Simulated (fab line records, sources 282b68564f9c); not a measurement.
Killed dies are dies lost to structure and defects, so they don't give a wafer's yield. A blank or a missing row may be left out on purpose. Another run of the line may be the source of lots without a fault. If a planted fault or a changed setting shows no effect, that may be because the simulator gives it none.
Struck lot and sound lot, side by side / flow ritCmos / 15 steps out of a route of 202
Sound: wafers L902.3, L902.5, L902.6. Wafers struck: L913.1, L913.4, L913.5. The cause is given at the end.
Order at every step that has rows: each side's tool, ch and its chambers, its first start. Under that, the readings that differ: sound wafers / struck wafers / difference of the means / sigmas: that difference in standard deviations of wafers without a fault.
alike: readings with means less than 2 such deviations apart, plus words and numbers identical on both sides. not compared: withheld readings, readings lacking a value on some wafer, bounds such as >300 that could conceal the same value, and numbers that have no deviation in the record and whose values overlap.
A row with sigmas, a row that says differs or no value, or rows on one side alone: a step with any of these is where the two part. Non-overlapping numbers with no deviation appear without sigmas and do not part them. A reading that every wafer of one side lacks parts them only if that side has two wafers or more.

RIT_CONTACT_CVD_00: deposits SiO2 from TEOS, target thk 400 nm, time 61 s.
  sound on pecvd-02 ch 0,2, day 5 16:14; struck on pecvd-04 ch 0,1,2, day 8 02:17
  alike: heaterPowerW
RIT_CONTACT_THK_MEAS_01:
  sound on filmMetro-04, day 5 16:18; struck on filmMetro-02, day 8 02:20
  alike: CONTACT_TEOS_THK
then, 6 steps without rows for these wafers: RIT_CONTACT_HMDS_02 (prime time 60 s); RIT_CONTACT_COAT_03 (resist thk 1000 nm); RIT_CONTACT_SOFTBAKE_04 (time 60 s); RIT_CONTACT_EXPOSE_05 (exposes mask M11, target cd 1000 nm); RIT_CONTACT_PEB_06; RIT_CONTACT_DEVELOP_07 (develop time 120 s).
RIT_CONTACT_CD_MEAS_08: target cd 1000 nm.
  sound on cdSem-01, day 5 17:21; struck on cdSem-02, day 8 03:29
  alike: cdNm
RIT_CONTACT_OVL_MEAS_09:
  sound on overlay-01, day 5 17:26; struck on overlay-01, day 8 03:36
  alike: CONTACT_OVL
then, 1 step without rows for these wafers: RIT_CONTACT_HARDBAKE_10 (time 60 s).
RIT_CONTACT_ETCH_11: etches SiO2 in CHF3/CF4/Ar, stops on TiSi2, target depth 480 nm, time 320 s.
  sound on rieDiel-03 ch 1,2,3, day 5 17:37; struck on rieDiel-02 ch 0,1,3, day 8 03:47
  alike: drypumpMotorCurrentA, oesProductAu, throttleValvePct
  not compared: rfHoursCounterH
RIT_CONTACT_STRIP_12: strips in O2, time 180 s.
  sound on plasmaAsher-04 ch 0,1, day 5 17:52; struck on plasmaAsher-02 ch 0,1, day 8 03:59
  no value came back on the struck wafers for chamberPressureMTorr (mTorr), drypumpMotorCurrentA (A), o2FlowSccm (sccm), rfReflPowerW (W); on the sound wafers chamberPressureMTorr (mTorr) reads 4004 3997 4002
reading=model.NOVOLAK_of_CONTACT_COAT_03.thkNm (nm); sound=0 0 0; struck=763.7 767.7 762.7; difference=+764.7; sigmas=
  not compared: rfHoursCounterH
RIT_CONTACT_CD_MEAS_90: target cd 1000 nm.
  sound on cdSem-02, day 5 18:01; struck on cdSem-02, day 8 04:10
  alike: cdNm
RIT_M1_PROBE_99:
  sound on prober-01, day 5 22:55; struck on prober-01, day 8 08:40
reading=killed_at_M0_to_M3; sound=0 0 0; struck=257 256 251; difference=+255; sigmas=+99 or more
reading=killedDies; sound=8 7 10; struck=264 264 264; difference=+256; sigmas=+91
reading=killedOnRim; sound=3 1 4; struck=70 70 70; difference=+67; sigmas=+52
  alike: killedAtContacts, killedAtFrontEnd, killedOpen, killedShort

WHERE THEY PART
First at RIT_CONTACT_STRIP_12; last, within this record, at RIT_M1_PROBE_99.

WHY: the cause the simulator had injected
Entire step skipped (plasmaAsher-02, RIT_CONTACT_STRIP_12), from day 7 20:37 onward. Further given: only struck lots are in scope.
